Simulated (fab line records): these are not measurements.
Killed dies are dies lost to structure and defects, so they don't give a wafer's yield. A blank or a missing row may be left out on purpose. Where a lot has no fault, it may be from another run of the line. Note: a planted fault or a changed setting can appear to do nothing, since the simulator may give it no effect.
Which tool was responsible?    flow rit-cmos    14 lots with 42 wafers sampled at 2 steps, on a route of 202 steps

## WHAT THE GAUGES READ, wafer by wafer
RIT_M1_RS_MEAS_01: measures by four-point-probe. Usual: M1_AL_RS 0.0751 ohm/sq, standard deviation 0.0011.
lot   measured     on             M1_AL_RS (ohm/sq)                          flag
L190  day 3 14:35  film-metro-03  0.0765 0.0760 0.0765                       
L191  day 3 17:11  film-metro-01  0.0762 0.0759 0.0754                       
L192  day 3 20:33  film-metro-03  0.0750 0.0744 0.0754                       
L193  day 4 01:52  film-metro-03  0.0758 0.0752 0.0767                       
L194  day 4 06:56  film-metro-03  0.0731 0.0736 0.0732                       
L195  day 4 13:46  film-metro-02  0.0752 0.0750 0.0743                       
L197  day 5 02:05  film-metro-01  0.0747 0.0743 0.0741                       
L199  day 5 09:57  film-metro-01  0.0749 0.0756 0.0763                       
L200  day 5 15:37  film-metro-01  0.0364 0.0370 0.0372 0.0365 0.0370 0.0372  OFF
L201  day 5 18:06  film-metro-02  0.0773 0.0764 0.0757                       
L202  day 5 23:22  film-metro-01  0.0362 0.0371 0.0372 0.0362 0.0371 0.0372  OFF
L203  day 6 02:39  film-metro-02  0.0758 0.0745 0.0749                       
L210  day 7 14:59  film-metro-03  0.0752 0.0738 0.0733                       
L211  day 7 18:51  film-metro-01  0.0760 0.0771 0.0761                       

## WHAT TOOL EACH LOT RAN ON (gives the tool, then ch and the chambers of the sampled wafers, and finally the start)
lot   RIT_M1_SPUTTER_00
L190  pvd-sputter-02, day 3 14:18
L191  pvd-sputter-03, day 3 16:51
L192  pvd-sputter-02, day 3 20:15
L193  pvd-sputter-03, day 4 01:32
L194  pvd-sputter-02, day 4 06:38
L195  pvd-sputter-03, day 4 13:26
L197  pvd-sputter-03, day 5 01:46
L199  pvd-sputter-03, day 5 09:40
L200  pvd-sputter-02, day 5 14:51
L201  pvd-sputter-03, day 5 17:47
L202  pvd-sputter-02, day 5 22:35
L203  pvd-sputter-03, day 6 02:19
L210  pvd-sputter-02, day 7 14:41
L211  pvd-sputter-03, day 7 18:34
- RIT_M1_SPUTTER_00: material Al, target thk 400 nm, time 500 s.

## WHAT THE TOOLS THEMSELVES READ (means of the sampled wafers that have a number; where no wafer has one, the mark that the record gives instead)
RIT_M1_SPUTTER_00. Usual: throttle-valve-pct 30.4 %, standard deviation 1.
lot   tool            throttle-valve-pct (%)  flag
L190  pvd-sputter-02  29.4                    
L191  pvd-sputter-03  31.3                    
L192  pvd-sputter-02  30.2                    
L193  pvd-sputter-03  31.5                    
L194  pvd-sputter-02  30.9                    
L195  pvd-sputter-03  29.6                    
L197  pvd-sputter-03  30.2                    
L199  pvd-sputter-03  31.3                    
L200  pvd-sputter-02  30.2                    
L201  pvd-sputter-03  31.3                    
L202  pvd-sputter-02  29.5                    
L203  pvd-sputter-03  30.5                    
L210  pvd-sputter-02  30.7                    
L211  pvd-sputter-03  29.6                    

## THE ANSWER, worked out from the rows above alone
Rule: a lot counts as off when the mean over its wafers that have a number is more than 3 standard deviations away from the usual mean. Also off: a lot with no number at a reading for which 4 or more lots have one. Where the step has rows for the other lots, those lots are counted as sound. First the gauges in route order, then the tools' own readings, where a lot's mean is used as printed above. At the first step where some lot is off, the reading lying furthest off is the one used; lots without a number count as furthest.
Off: L200, L202, seen at RIT_M1_RS_MEAS_01 (M1_AL_RS).
A tool fits if, at a process step before that reading, it ran every lot that is off, and no sound lot after the first of them. Those tools and the gauges at RIT_M1_RS_MEAS_01 are tried in the same way. No candidate that was tried fits.

## WHAT THE SIMULATOR HAD PUT IN
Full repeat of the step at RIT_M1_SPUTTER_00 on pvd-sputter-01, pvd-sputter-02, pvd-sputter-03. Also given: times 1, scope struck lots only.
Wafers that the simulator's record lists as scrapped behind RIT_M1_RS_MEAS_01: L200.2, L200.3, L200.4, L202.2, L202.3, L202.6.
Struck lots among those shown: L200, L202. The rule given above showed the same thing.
